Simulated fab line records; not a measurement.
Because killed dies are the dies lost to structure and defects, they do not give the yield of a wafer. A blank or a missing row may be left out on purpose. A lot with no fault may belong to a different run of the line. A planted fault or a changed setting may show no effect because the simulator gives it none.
Which tool did it? | flow berkeleyCmos170 | 7 lots with 21 wafers sampled at 5 steps, on a route of 331 steps

WHAT THE GAUGES SHOWED, per wafer
UCB170_M3_CD_MEAS_90 targets a cd of 700 nm.
lot  | measured     | on       | cdNm (nm)
L807 | day 9 07:55  | cdSem-02 | 699.6 696.2 694.3
L808 | day 10 01:16 | cdSem-01 | 702.6 702.6 700.5
L813 | day 11 04:01 | cdSem-02 | 698.3 700.2 699.7
L817 | day 11 13:12 | cdSem-01 | 699.3 701.9 701.1
L819 | day 12 04:01 | cdSem-02 | 699.2 699.0
L823 | day 12 13:50 | cdSem-01 | 699.0 700.9
L825 | day 13 10:01 | cdSem-01 | 700.3 693.8 699.5

TOOL THAT RAN EACH LOT (tool first, then ch and the chambers of the sampled wafers, then the start)
lot  | UCB170_SDANNEAL_RTA_00          | UCB170_V2_ETCH_14                 | UCB170_V2_STRIP_15                  | UCB170_M3_SPUTTER_01
L807 | rtpAnneal-01 ch 0, day 8 10:07  | rieDiel-01 ch 0,1,3, day 9 04:17  | plasmaAsher-03 ch 0,1, day 9 04:28  | pvdSputter-02, day 9 04:46
L808 | rtpAnneal-01 ch 0, day 9 02:09  | rieDiel-01 ch 0,1,2, day 9 21:01  | plasmaAsher-02 ch 0,1, day 9 21:11  | pvdSputter-02, day 9 21:28
L813 | rtpAnneal-02 ch 0, day 10 02:20 | rieDiel-01 ch 2,3, day 10 22:53   | plasmaAsher-04 ch 0,1, day 10 23:05 | pvdSputter-02, day 10 23:21
L817 | rtpAnneal-02 ch 0, day 10 12:07 | rieDiel-01 ch 1,2,3, day 11 08:24 | plasmaAsher-02 ch 0,1, day 11 08:37 | pvdSputter-02, day 11 08:52
L819 | rtpAnneal-01 ch 0, day 11 04:27 | rieDiel-01 ch 1,2,3, day 12 00:29 | plasmaAsher-03 ch 1, day 12 00:39   | pvdSputter-02, day 12 00:56
L823 | rtpAnneal-01 ch 0, day 11 15:22 | rieDiel-01 ch 1,2, day 12 09:43   | plasmaAsher-02 ch 0,1, day 12 09:54 | pvdSputter-01, day 12 10:11
L825 | rtpAnneal-01 ch 0, day 12 06:44 | rieDiel-02 ch 0,2, day 13 05:55   | plasmaAsher-02 ch 0,1, day 13 06:07 | pvdSputter-01, day 13 06:26
- UCB170_SDANNEAL_RTA_00: time 10 s.
- UCB170_V2_ETCH_14: etches SiO2 in CHF3/CF4/Ar, stops on Al, target depth 1250 nm, time 301.1 s.
- UCB170_V2_STRIP_15: strips in O2.
- UCB170_M3_SPUTTER_01: material Al, target thk 900 nm, time 120 s.

THE ANSWER, worked out from the rows above alone
Rule: what is usual is taken from the lots themselves. Put in order of their means at a reading, lots are off if they are a third of the lots or fewer, leave a main group of 4 or more, and stand apart from it by a gap of 3 or more times the standard deviation of the main group's means; of several such gaps the widest counts. The tables above print the reading to a certain number of digits; a main group whose means all agree to those digits is not used. Also off: a lot with no number at a reading for which 4 or more lots have one. All remaining lots with rows at the step are treated as sound.
No lot is off at any reading shown: from this, nothing can be told.

WHAT THE SIMULATOR HAD PUT IN
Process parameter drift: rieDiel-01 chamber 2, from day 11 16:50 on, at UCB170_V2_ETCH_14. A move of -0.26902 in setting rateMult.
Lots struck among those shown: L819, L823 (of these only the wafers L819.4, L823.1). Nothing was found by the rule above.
